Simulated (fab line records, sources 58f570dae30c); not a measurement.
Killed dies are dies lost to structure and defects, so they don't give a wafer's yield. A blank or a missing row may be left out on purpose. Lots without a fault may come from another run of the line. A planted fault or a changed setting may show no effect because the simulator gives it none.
A struck lot beside a sound one | flow berkeley_cmos170 | 17 steps out of a route of 331
Sound: wafers L328.1, L328.2, L328.6. Struck: wafers L332.2, L332.4, L332.6. The cause comes at the end.
At each step with rows: each side's tool, then ch and its chambers, then its first start. Under that, the readings that differ: sound wafers | struck wafers | difference of the means | sigmas: that difference in standard deviations of wafers without a fault.
alike: readings whose means differ by less than 2 such deviations, and words and numbers that are the same on both sides. not compared: withheld readings, readings that some wafer has no value for, bounds like >300 that may hide the same value, and numbers for which the record gives no deviation and whose values overlap.
The two part at a step that has a row with sigmas, a row that says differs or no value, or rows on one side only. Numbers that don't overlap but have no deviation are shown without sigmas and don't part them. A reading that every wafer of one side lacks parts them only if that side has two wafers or more.

UCB170_ACTIVE_OVL_MEAS_14:
  sound on overlay-02, day 7 13:53; struck on overlay-02, day 9 05:22
  alike: ACTIVE_OVL
UCB170_ACTIVE_ETCH_15: etches Si3N4 in CH3F/Ar/O2, stops on SiO2, target depth 242 nm, time 151 s.
  sound on rie_diel-03 ch 1,2, day 7 13:55; struck on rie_diel-03 ch 0,2,3, day 9 05:23
  alike: drypump_motor_current_A, oes_product_au, throttle_valve_pct
  not compared: rf_hours_counter_h
UCB170_ACTIVE_STRIP_16: strips in O2.
  sound on plasma_asher-02 ch 0,1, day 7 14:02; struck on plasma_asher-01 ch 0,1, day 9 05:29
  alike: drypump_motor_current_A, oes_product_au, strip_time_to_endpoint_s
  not compared: rf_hours_counter_h
UCB170_ACTIVE_CD_MEAS_90: target cd 1200 nm.
  sound on cd_sem-02, day 7 14:08; struck on cd_sem-01, day 9 05:37
  alike: cd_nm
then, 7 steps without rows for these wafers: UCB170_ACTIVE_CLEAN_17 (cleans in SPM, time 600 s); UCB170_PFIELD_HMDS_00 (prime time 60 s); UCB170_PFIELD_COAT_01 (resist thk 900 nm); UCB170_PFIELD_SOFTBAKE_02 (time 60 s); UCB170_PFIELD_EXPOSE_03 (exposes mask PFIELD, target cd 1500 nm); UCB170_PFIELD_PEB_04; UCB170_PFIELD_DEVELOP_05 (develop time 45 s).
UCB170_PFIELD_OVL_MEAS_06:
  sound on overlay-02, day 7 15:50; struck on overlay-01, day 9 07:44
  alike: PFIELD_OVL
UCB170_PFIELD_IMPLANT_07:
  sound on implanter-04 ch 0, day 7 15:53; struck on implanter-03 ch 0, day 9 07:47
  reading                   | sound                | struck               | difference | sigmas
  beam_energy_keV           | 79.996 79.988 79.992 | 51.987 52.031 52.005 | -27.984    | -99 or more
  model.implant.rp_nm (nm)  | 258.7 258.7 258.7    | 172.4 172.4 172.4    | -86.3      |
  model.implant.drp_nm (nm) | 74.86 74.86 74.86    | 59.86 59.86 59.86    | -15.00     |
  alike: beam_on_s, end_station_pressure_torr, faraday_current_uA
UCB170_PFIELD_STRIP_08: strips in O2.
  sound on plasma_asher-02 ch 0,1, day 7 16:02; struck on plasma_asher-02 ch 0,1, day 9 07:55
  alike: drypump_motor_current_A, oes_product_au, strip_time_to_endpoint_s
  not compared: rf_hours_counter_h
UCB170_PFIELD_TW_MEAS_09:
  sound on film_metro-02, day 7 16:08; struck on film_metro-01, day 9 08:02
  reading   | sound       | struck      | difference | sigmas
  PFIELD_TW | 590 587 593 | 566 568 570 | -22        | -4
then, 1 step without rows for these wafers: UCB170_FIELD_CLEAN_00 (cleans in dHF, time 7.5 s).
UCB170_M3_PROBE_99:
  the record has rows for the sound wafers here (prober-01, day 11 13:24) and none for the struck ones

WHERE THEY PART
First at UCB170_PFIELD_IMPLANT_07; last, within this record, at UCB170_M3_PROBE_99.

WHY: what the simulator had put in
Process parameter drift: implanter-03, from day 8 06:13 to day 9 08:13, at UCB170_PFIELD_IMPLANT_07. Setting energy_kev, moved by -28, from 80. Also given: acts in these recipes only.
